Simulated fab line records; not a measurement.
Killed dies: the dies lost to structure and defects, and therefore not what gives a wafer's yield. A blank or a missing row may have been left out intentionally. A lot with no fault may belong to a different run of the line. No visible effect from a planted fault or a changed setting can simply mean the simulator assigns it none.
Code-filled problem report in 8D (eight disciplines) form	flow berkeleyCmos170	the parts of the form that need people (team, actions taken, sign-off) are left out

== 1. THE ISSUE ==
ACTIVE_OXIDE_THK at UCB170_ACTIVE_THK_MEAS_03 reads a mean of 28.8 nm on 3 wafers of 1 lot; wafers without a fault read 26.5 nm with a standard deviation of 0.5. Measured from the usual mean, that is +4.7 standard deviations.
First seen on wafer L886.2, day 5 18:35, on filmMetro-02. The record has a number at this step for 30 wafers belonging to 10 lots. Rule for "out", or "out of limits": more than 4 standard deviations from the usual mean. Any other wafer with a number is counted as sound.

== 2. WHAT THIS IS AND IS NOT ==
question	is	is not
which readings at this step	ACTIVE_OXIDE_THK	-
which lots	L886	L883, L896, L897, L898, L899, L900, L902, L904, L906
which wafers of those lots	all that have a number	-
read on which gauges	filmMetro-02	filmMetro-01, filmMetro-03
when	from day 5 18:35	up to then (3 sound wafers); but 24 sound wafers of L896, L897, L898, L899, L900, L902, L904, L906 came after

== 3. SUSPECTS, AND WHAT RULES EACH OUT ==
Counting: a tool stays on the suspect list if, at a process step up to the reading, it processed all lots that are out and no sound lot following the first of them.
- the gauge at UCB170_ACTIVE_THK_MEAS_03: kept. All the wafers that are out were read on filmMetro-02, and no step on other tools shows them out.
After counting, what remains is filmMetro-02 at UCB170_ACTIVE_THK_MEAS_03.

== 4. THE CAUSE (what the simulator had put in) ==
Metrology matching offset: filmMetro-02, from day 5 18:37 on, at UCB170_ACTIVE_THK_MEAS_03. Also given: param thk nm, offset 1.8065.
After counting, this tool was the only one left.

== 5. THE EFFECT CHAIN, in route order ==
Each row: a reading where the mean over the struck wafers with a number is more than 3 standard deviations away from the usual. Readings are gone through only where the record gives a usual standard deviation; hours: the median, over the lots, of the time from a lot's start at the first step in this table giving one to that lot's start at this step; sigmas: the change measured in usual standard deviations.
hours	step	reading	usual	on struck wafers	change	sigmas
0	UCB170_ACTIVE_THK_MEAS_03	ACTIVE_OXIDE_THK	26.5 nm	28.8	+2.3	+4.7
Later measuring or inspecting steps at which every struck wafer that the step has a row for has a number for every such reading, and none has moved that far: UCB170_SACOX_THK_MEAS_02.

== 6. HOW IT WOULD HAVE BEEN CAUGHT EARLIER ==
In this record the first reading out of limits at a measuring or inspecting step was taken at day 5 18:35.
